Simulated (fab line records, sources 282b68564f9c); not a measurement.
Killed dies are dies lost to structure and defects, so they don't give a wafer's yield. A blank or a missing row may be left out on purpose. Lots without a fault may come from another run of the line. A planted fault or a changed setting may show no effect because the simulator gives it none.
Tool commonality check | flow rit_cmos | 14 lots, 42 wafers sampled

WHY IT WAS OPENED
At RIT_FOX2_THK_MEAS_01 the reading FOX2_OXIDE_THK is flagged on 2 of 14 lots. Wafers without a fault read 351 nm, standard deviation 7.9.
Rule: a lot is flagged when every wafer of it that has a number lies more than 4 standard deviations from that mean, or none has a number. The other lots count as sound.

lot  | measured    | on            | FOX2_OXIDE_THK (nm), wafer by wafer | flag
L535 | day 1 18:43 | film_metro-04 | 326 327 324                         |
L536 | day 1 23:29 | film_metro-04 | 351 346 350                         |
L537 | day 2 04:39 | film_metro-03 | 352 352 350                         |
L538 | day 2 10:04 | film_metro-04 | 356 357 363                         |
L543 | day 3 12:05 | film_metro-03 | 412 415 416                         | FLAGGED
L544 | day 3 15:31 | film_metro-04 | 356 357 358                         |
L546 | day 4 02:53 | film_metro-04 | 346 350 350                         |
L547 | day 4 06:29 | film_metro-01 | 400 397 398                         | FLAGGED
L549 | day 4 16:28 | film_metro-03 | 346 347 348                         |
L550 | day 4 23:34 | film_metro-01 | 352 347 348                         |
L553 | day 5 12:22 | film_metro-04 | 358 352 365                         |
L554 | day 5 17:43 | film_metro-04 | 349 350 348                         |
L555 | day 5 23:22 | film_metro-04 | 347 344 348                         |
L556 | day 6 04:13 | film_metro-01 | 351 362 356                         |
The numbers of the flagged lots are 406 nm on average: +55 nm against the usual, or +7 standard deviations.

WHICH TOOL RAN EACH LOT
The record holds 1 process step before the reading, out of a route of 202 steps. In each cell: the tool, then ch and the chambers that the sampled wafers went through, then the start.
lot  | flag    | RIT_FOX2_OXIDATION_00
L535 |         | furnace-03 ch 0, day 1 17:23
L536 |         | furnace-03 ch 0, day 1 22:11
L537 |         | furnace-02 ch 0, day 2 03:19
L538 |         | furnace-02 ch 0, day 2 08:44
L543 | FLAGGED | furnace-03 ch 0, day 3 10:44
L544 |         | furnace-02 ch 0, day 3 14:11
L546 |         | furnace-02 ch 0, day 4 01:34
L547 | FLAGGED | furnace-03 ch 0, day 4 05:10
L549 |         | furnace-04 ch 0, day 4 15:08
L550 |         | furnace-04 ch 0, day 4 22:16
L553 |         | furnace-02 ch 0, day 5 11:03
L554 |         | furnace-02 ch 0, day 5 16:24
L555 |         | furnace-02 ch 0, day 5 22:03
L556 |         | furnace-04 ch 0, day 6 02:52
What these steps do:
- RIT_FOX2_OXIDATION_00: target thk 350.7 nm, ox time 1130 s.
- RIT_FOX2_THK_MEAS_01

FLAGGED OVER TOTAL, TOOL BY TOOL (the gauges that took the reading come last)
step                  | tool          | lots run | flagged | share of the flagged lots | sound lots run after its first flagged lot
RIT_FOX2_OXIDATION_00 | furnace-02    | 7        | 0       | none                      | -
RIT_FOX2_OXIDATION_00 | furnace-03    | 4        | 2       | all                       | 0
RIT_FOX2_OXIDATION_00 | furnace-04    | 3        | 0       | none                      | -
RIT_FOX2_THK_MEAS_01  | film_metro-01 | 3        | 1       | some                      | 2 (L550,L556)
RIT_FOX2_THK_MEAS_01  | film_metro-03 | 3        | 1       | some                      | 1 (L549)
RIT_FOX2_THK_MEAS_01  | film_metro-04 | 8        | 0       | none                      | -

WHAT THE TABLE ALLOWS
1 row of the table ran every flagged lot: furnace-03 at RIT_FOX2_OXIDATION_00.
- furnace-03 at RIT_FOX2_OXIDATION_00: 2 of its 4 lots flagged. Its last sound lot is L536 (day 1 22:11), its first flagged lot L543 (day 3 10:44): a fault that began between those two fits. Its own readings lie more than 4 standard deviations out on every wafer of the flagged lots: spike_tc_centre_C, spike_tc_load_C, spike_tc_source_C, tube_center_temp_C, tube_center_temp_C_max.
One tool is left: furnace-03 at RIT_FOX2_OXIDATION_00.

WHAT THE SIMULATOR HAD PUT IN
Process parameter drift: furnace-03, from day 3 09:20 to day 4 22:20, at RIT_FOX2_OXIDATION_00. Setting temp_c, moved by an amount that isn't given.
Lots struck among those shown: L543, L547. The rule above found the same.
